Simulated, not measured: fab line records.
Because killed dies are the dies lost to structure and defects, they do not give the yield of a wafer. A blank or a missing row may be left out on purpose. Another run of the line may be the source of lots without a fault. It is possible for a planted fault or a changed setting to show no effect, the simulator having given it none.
Struck lot and sound lot, side by side :: flow berkeley-cmos170 :: 17 steps out of a route of 331
Sound: the wafers L651.2, L651.4, L651.6. The struck wafers were L662.1, L662.4, L662.5. Last of all comes the cause.
Per side, at each step with rows, come the tool, then ch with its chambers, and then its first start. Under that, the readings that differ: sound wafers :: struck wafers :: difference of the means :: sigmas: that difference in standard deviations of wafers without a fault.
alike: words and numbers the same on both sides, and readings whose means are apart by under 2 such deviations; not compared: readings that were withheld, readings missing a value for some wafer, numbers with overlapping values and no deviation given by the record, and bounds like >300 which may hide the same value.
Wherever a step has rows on one side only, a row that says differs or no value, or a row with sigmas, the two part there. Numbers that have no deviation but don't overlap get no sigmas and don't part them. A reading that every wafer of one side lacks parts them only if that side has two wafers or more.

UCB170_PWELL_THK_MEAS_03:
  sound on film-metro-01 at day 3 06:38; struck on film-metro-04 at day 5 12:28
  alike: PWELL_OXIDE_THK
then, 2 steps without rows for these wafers: UCB170_PWELL_ANNEAL_04 (time 900 s); UCB170_PWELL_CVD_05 (deposits Si3N4 from SiH2Cl2/NH3, target thk 220 nm, time 3300 s).
UCB170_PWELL_THK_MEAS_06:
  sound on film-metro-02 at day 3 15:38; struck on film-metro-04 at day 5 20:00
  alike: PWELL_NITRIDE_THK
then, 6 steps without rows for these wafers: UCB170_PWELL_HMDS_07 (prime time 60 s); UCB170_PWELL_COAT_08 (resist thk 900 nm); UCB170_PWELL_SOFTBAKE_09 (time 60 s); UCB170_PWELL_EXPOSE_10 (exposes mask PWELL, target cd 3000 nm); UCB170_PWELL_PEB_11; UCB170_PWELL_DEVELOP_12 (develop time 43.1 s).
UCB170_PWELL_OVL_MEAS_13:
  sound on overlay-01 at day 3 17:53; struck on overlay-02 at day 5 21:28
  alike: PWELL_OVL
UCB170_PWELL_ETCH_14: etches Si3N4 in CH3F/Ar/O2, stops on SiO2, target depth 242 nm, time 151 s.
  sound on rie-diel-01 ch 0,2, day 3 17:55; struck on rie-diel-01 ch 0,1,2, day 5 21:31
  alike: drypump-motor-current-A, oes-product-au, throttle-valve-pct
  not compared: rf-hours-counter-h
UCB170_PWELL_IMPLANT_15:
  sound on implanter-04 ch 0, day 3 18:03; struck on implanter-03 ch 0, day 5 21:37
reading: dose-ions-cm2
sound: 4.995e+12 4.987e+12 5.004e+12
struck: 4.393e+12 4.397e+12 4.396e+12
difference: -6.000e+11
sigmas: -99 or more

reading: faraday-current-uA
sound: 15.7 15.6 16.0
struck: 13.9 13.7 14.0
difference: -1.9
sigmas: -6
UCB170_PWELL_STRIP_16: strips in O2.
  sound on plasma-asher-01 ch 0,1, day 3 18:10; struck on plasma-asher-02 ch 0, day 5 21:46
  alike: drypump-motor-current-A, o2-flow-sccm, oes-product-au, strip-time-to-endpoint-s
  not compared: rf-hours-counter-h
UCB170_PWELL_TW_MEAS_17:
  sound on film-metro-01 at day 3 18:17; struck on film-metro-01 at day 5 21:52
reading: PWELL_TW
sound: 378.1 378.2 378.2
struck: 366.6 364.9 366.1
difference: -12.3
sigmas: -6
then, 1 step without rows for these wafers: UCB170_PWELL_CLEAN_18 (cleans in SPM, time 600 s).
-- the record jumps here: 6 days lie between the struck wafers' starts before and after (it left off in module PWELL and takes up again in module M3, whose first step shown is number 331 of the route) --
UCB170_M3_PROBE_99:
  sound on prober-02 at day 9 07:11; struck on prober-02 at day 11 12:34
reading: model.etest.nwell.width-nm (nm)
sound: 2356 2367 2350
struck: 2419 2422 2405
difference: +58
sigmas: 

reading: model.etest.nwell.line-ohm-um
sound: 369.8 364.6 364.2
struck: 357 350.9 357.6
difference: -11
sigmas: 

reading: model.etest.diode-nplus-pwell.cj-ff-um2
sound: 0.4247 0.4263 0.4277
struck: 0.4106 0.4074 0.4087
difference: -0.0173
sigmas: 

reading: model.etest.diode-nplus-comb.cj-ff-um2
sound: 0.8112 0.8077 0.8083
struck: 0.7985 0.7912 0.7959
difference: -0.0139
sigmas: 

== WHERE THEY PART ==
At UCB170_PWELL_IMPLANT_15 first; at UCB170_PWELL_TW_MEAS_17 last (within this record only).

WHY: what the simulator had put in
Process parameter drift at UCB170_PWELL_IMPLANT_15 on implanter-03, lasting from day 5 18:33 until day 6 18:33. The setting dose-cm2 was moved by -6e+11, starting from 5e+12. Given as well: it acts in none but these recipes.
